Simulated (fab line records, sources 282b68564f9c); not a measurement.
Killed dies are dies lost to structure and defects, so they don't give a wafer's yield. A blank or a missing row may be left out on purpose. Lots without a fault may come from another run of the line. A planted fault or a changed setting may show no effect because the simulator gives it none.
A struck lot beside a sound one | flow rit_cmos | 21 steps out of a route of 202
Sound: wafers L940.1, L940.2, L940.4. Struck: wafers L944.1, L944.2, L944.6. The cause comes at the end.
At each step with rows: each side's tool, then ch and its chambers, then its first start. Under that, the readings that differ: sound wafers | struck wafers | difference of the means | sigmas: that difference in standard deviations of wafers without a fault.
alike: readings whose means differ by less than 2 such deviations, and words and numbers that are the same on both sides. not compared: withheld readings, readings that some wafer has no value for, bounds like >300 that may hide the same value, and numbers for which the record gives no deviation and whose values overlap.
The two part at a step that has a row with sigmas, a row that says differs or no value, or rows on one side only. Numbers that don't overlap but have no deviation are shown without sigmas and don't part them. A reading that every wafer of one side lacks parts them only if that side has two wafers or more.

RIT_PLDD_OVL_MEAS_06:
  sound on overlay-02, day 4 18:40; struck on overlay-01, day 5 12:24
  reading       | sound          | struck      | difference | sigmas
  PLDD_OVL (nm) | -1.2 -1.8 -0.7 | 1.1 2.9 4.1 | +3.9       | +3
then, 2 steps without rows for these wafers: RIT_PLDD_HARDBAKE_07 (time 60 s); RIT_PLDD_IMPLANT_08.
RIT_PLDD_STRIP_09: strips in O2, time 180 s.
  sound on plasma_asher-04 ch 0,1, day 4 18:59; struck on plasma_asher-02 ch 0,1, day 5 12:44
  alike: drypump_motor_current_A, o2_flow_sccm
  not compared: rf_hours_counter_h
RIT_PLDD_TW_MEAS_10:
  sound on film_metro-02, day 4 19:10; struck on film_metro-01, day 5 12:55
  reading | sound          | struck         | difference | sigmas
  PLDD_TW | 2370 2384 2372 | 2356 2345 2352 | -24        | -2
then, 4 steps without rows for these wafers: RIT_SPACER_CLEAN_00 (cleans in SC1, time 600 s); RIT_SPACER_CLEAN_01 (cleans in dHF, time 30 s); RIT_SPACER_CLEAN_02 (cleans in SC2, time 600 s); RIT_SPACER_CVD_03 (deposits Si3N4 from SiH2Cl2/NH3, target thk 250 nm, time 3300 s).
RIT_SPACER_THK_MEAS_04:
  sound on film_metro-04, day 4 21:59; struck on film_metro-04, day 5 15:15
  alike: SPACER_NITRIDE_THK
RIT_SPACER_ETCHBACK_05: etches Si3N4 in SF6/CHF3, stops on SiO2, target depth 250 nm, time 240 s.
  sound on rie_diel-03 ch 0,1,3, day 4 22:03; struck on rie_diel-04 ch 0,1,3, day 5 15:19
  alike: drypump_motor_current_A, oes_product_au, throttle_valve_pct
  not compared: rf_hours_counter_h
then, 1 step without rows for these wafers: RIT_NSD_HMDS_00 (prime time 60 s).
RIT_NSD_COAT_01: resist thk 1000 nm.
  sound on litho_track-04 ch 0, day 4 22:26; struck on litho_track-04 ch 0, day 5 15:37
  reading                                  | sound            | struck          | difference | sigmas
  model.NOVOLAK_of_NSD_COAT_01.thk_nm (nm) | 996.7 1002 997.5 | 894 891.9 893.8 | -106       |
  alike: dispense_pressure_kPa, resist_line_temp_C
then, 4 steps without rows for these wafers: RIT_NSD_SOFTBAKE_02 (time 60 s); RIT_NSD_EXPOSE_03 (exposes mask M9, target cd 40700 nm); RIT_NSD_PEB_04; RIT_NSD_DEVELOP_05 (develop time 50 s).
RIT_NSD_OVL_MEAS_06:
  sound on overlay-02, day 4 23:16; struck on overlay-01, day 5 16:26
  alike: NSD_OVL
RIT_NSD_HARDBAKE_07: time 60 s.
  sound on litho_track-03 ch 0, day 4 23:18; struck on litho_track-04 ch 0, day 5 16:44
  reading                                  | sound             | struck          | difference | sigmas
  model.NOVOLAK_of_NSD_COAT_01.thk_nm (nm) | 880.9 885.6 881.5 | 791 789.2 790.9 | -92        |
  alike: resist_line_temp_C
then, 1 step without rows for these wafers: RIT_NSD_IMPLANT_08.
RIT_M1_PROBE_99:
  sound on prober-02, day 5 09:42; struck on prober-02, day 6 02:45
  alike: killed_at_M0_to_M3, killed_at_contacts, killed_at_front_end, killed_dies, killed_open, killed_short

WHERE THEY PART
First at RIT_PLDD_OVL_MEAS_06; last, within this record, at RIT_PLDD_TW_MEAS_10. Later steps at which nothing parts them and some readings are alike: RIT_SPACER_THK_MEAS_04, RIT_SPACER_ETCHBACK_05, RIT_NSD_COAT_01, RIT_NSD_OVL_MEAS_06, RIT_NSD_HARDBAKE_07, RIT_M1_PROBE_99.

WHY: what the simulator had put in
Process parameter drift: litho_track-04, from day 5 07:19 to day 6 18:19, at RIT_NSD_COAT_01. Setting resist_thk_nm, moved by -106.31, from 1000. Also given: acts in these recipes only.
